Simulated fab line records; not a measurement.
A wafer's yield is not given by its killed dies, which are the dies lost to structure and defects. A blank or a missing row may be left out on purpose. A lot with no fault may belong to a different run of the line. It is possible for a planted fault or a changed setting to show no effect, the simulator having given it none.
Which tool is to blame?    flow berkeleyCmos170    15 lots, 45 wafers sampled, at 4 steps of a route of 331

== WHAT THE GAUGES SHOWED, per wafer ==
UCB170_NWELL_THK_MEAS_05. Usual: NWELL_NITRIDE_THK 224.2 nm, standard deviation 2.1.
lot   measured     on            NWELL_NITRIDE_THK (nm)  flag
L190  day 2 10:11  filmMetro-04  224.4 223.1 223.9       
L191  day 2 22:22  filmMetro-04  221.3 221.6 224.7       
L192  day 3 03:39  filmMetro-02  222.6 223.3 221.8       
L193  day 3 03:40  filmMetro-01  226.8 224.8 224.4       
L194  day 3 12:01  filmMetro-02  224.1 225.0 225.9       
L195  day 3 20:40  filmMetro-01  226.7 228.3 224.7       
L197  day 4 02:50  filmMetro-02  223.7 224.7 224.4       
L198  day 4 09:19  filmMetro-01  227.9 227.3 228.5       
L199  day 4 19:32  filmMetro-04  227.4 226.9 226.9       
L200  day 4 19:32  filmMetro-01  220.1 221.0 222.6       
L207  day 5 23:46  filmMetro-01  224.9 224.7 227.0       
L208  day 6 10:28  filmMetro-01  221.5 221.6 220.4       
L209  day 6 17:24  filmMetro-01  222.1 221.6 224.0       
L210  day 6 17:28  filmMetro-01  224.4 223.8 221.8       
L212  day 7 06:58  filmMetro-01  223.4 223.1 221.8       

UCB170_NWELL_TW_MEAS_16. Usual: NWELL_TW 1254, standard deviation 4.9.
lot   measured     on            NWELL_TW        flag
L190  day 2 12:29  filmMetro-02  1250 1260 1261  
L191  day 2 23:47  filmMetro-04  1259 1247 1247  
L192  day 3 06:07  filmMetro-01  1251 1256 1255  
L193  day 3 06:22  filmMetro-01  1260 1249 1254  
L194  day 3 14:17  filmMetro-01  1250 1258 1253  
L195  day 3 22:46  filmMetro-04  1255 1255 1252  
L197  day 4 04:16  filmMetro-02  1258 1267 1258  
L198  day 4 10:37  filmMetro-01  1257 1260 1257  
L199  day 4 21:17  filmMetro-01  1254 1251 1254  
L200  day 4 21:01  filmMetro-04  1257 1250 1250  
L207  day 6 01:47  filmMetro-02  1255 1256 1255  
L208  day 6 11:46  filmMetro-01  1257 1257 1260  
L209  day 6 19:52  filmMetro-04  1252 1253 1252  
L210  day 6 20:17  filmMetro-01  1259 1255 1253  
L212  day 7 08:25  filmMetro-01  1244 1249 1252  

UCB170_ACTIVE_THK_MEAS_06. Usual: ACTIVE_NITRIDE_THK 220.7 nm, standard deviation 1.8.
lot   measured     on            ACTIVE_NITRIDE_THK (nm)  flag
L190  day 4 23:38  filmMetro-04  221.2 221.2 219.8        
L191  day 5 08:47  filmMetro-03  221.8 219.0 219.7        
L192  day 5 15:32  filmMetro-03  221.2 222.5 220.6        
L193  day 5 15:34  filmMetro-04  216.8 217.3 219.5        
L194  day 6 01:04  filmMetro-04  219.4 218.3 218.7        
L197  day 6 09:12  filmMetro-03  217.5 220.9 219.6        
L199  day 6 23:17  filmMetro-03  223.3 223.5 222.1        
L207  day 8 07:58  filmMetro-04  221.1 223.1 222.9        
L208  day 8 17:28  filmMetro-04  221.8 222.5 222.8        
L209  day 9 02:05  filmMetro-02  222.8 220.8 223.5        
L210  day 9 02:05  filmMetro-04  222.1 219.8 218.8        
L212  day 9 12:00  filmMetro-04  220.2 220.6 221.9        

== WHICH TOOL RAN EACH LOT (tool, then ch and the chambers of the sampled wafers, then the start) ==
lot   UCB170_PWELL_STRIP_16
L190  plasmaAsher-04 ch 0,1, day 3 06:57
L191  plasmaAsher-01 ch 0,1, day 3 17:53
L192  plasmaAsher-03 ch 0,1, day 4 00:53
L193  plasmaAsher-04 ch 0,1, day 4 01:02
L194  plasmaAsher-01 ch 0,1, day 4 13:30
L195  plasmaAsher-04 ch 0,1, day 4 23:30
L197  plasmaAsher-03 ch 0,1, day 4 23:08
L198  plasmaAsher-03 ch 0,1, day 5 09:19
L199  plasmaAsher-04 ch 0,1, day 5 17:51
L200  plasmaAsher-01 ch 0,1, day 5 17:44
L207  plasmaAsher-03 ch 0,1, day 6 22:50
L208  plasmaAsher-04 ch 0,1, day 7 06:34
L209  plasmaAsher-01 ch 0,1, day 7 18:01
L210  plasmaAsher-04 ch 0,1, day 7 18:19
L212  plasmaAsher-03 ch 0,1, day 8 04:20
- UCB170_PWELL_STRIP_16: strips in O2.

== WHAT THE TOOLS THEMSELVES READ (means of the sampled wafers that have a number; where no wafer has one, the mark that the record gives instead) ==
UCB170_PWELL_STRIP_16. Usual: chamberPressureMTorr 3500 mTorr, standard deviation 3.2; drypumpMotorCurrentA 5.57 A, standard deviation 0.3; oesProductAu 0.720 a.u., standard deviation 0.0052; stripTimeToEndpointS 18.07 s, standard deviation 0.083.
lot   tool            chamberPressureMTorr (mTorr)  drypumpMotorCurrentA (A)  oesProductAu (a.u.)  stripTimeToEndpointS (s)  flag
L190  plasmaAsher-04  3498                          5.32                      0.715                17.99                     
L191  plasmaAsher-01  3496                          5.74                      0.721                18.00                     
L192  plasmaAsher-03  3499                          5.65                      0.717                18.06                     
L193  plasmaAsher-04  3502                          5.32                      0.718                17.97                     
L194  plasmaAsher-01  3500                          5.73                      0.720                18.22                     
L195  plasmaAsher-04  -                             -                         -                    -                         OFF
L197  plasmaAsher-03  3503                          5.47                      0.723                18.11                     
L198  plasmaAsher-03  -                             -                         -                    -                         OFF
L199  plasmaAsher-04  3501                          5.38                      0.715                18.12                     
L200  plasmaAsher-01  -                             -                         -                    -                         OFF
L207  plasmaAsher-03  3504                          5.47                      0.716                18.05                     
L208  plasmaAsher-04  3500                          5.33                      0.722                17.98                     
L209  plasmaAsher-01  3499                          5.92                      0.722                18.03                     
L210  plasmaAsher-04  3497                          5.38                      0.717                18.11                     
L212  plasmaAsher-03  3501                          5.66                      0.719                18.04                     

== THE ANSWER, worked out from the rows above alone ==
Rule: a lot counts as off when the mean over its wafers that have a number is more than 3 standard deviations away from the usual mean. A lot without any number at a reading at which 4 lots or more have one is off too. The other lots that the step has rows for count as sound. The gauges are gone through in route order, then the tools' own readings, and for those a lot's mean is taken as printed above. At the first step where some lot is off, the reading lying furthest off is the one used; lots without a number count as furthest.
Off at UCB170_PWELL_STRIP_16 (chamberPressureMTorr): L195, L198, L200. Without a number there: L195, L198, L200.
A tool fits if, at that step or a process step before it, it ran every lot that is off, and no sound lot after the first of them. None of those tried fits.

== WHAT THE SIMULATOR HAD INSERTED ==
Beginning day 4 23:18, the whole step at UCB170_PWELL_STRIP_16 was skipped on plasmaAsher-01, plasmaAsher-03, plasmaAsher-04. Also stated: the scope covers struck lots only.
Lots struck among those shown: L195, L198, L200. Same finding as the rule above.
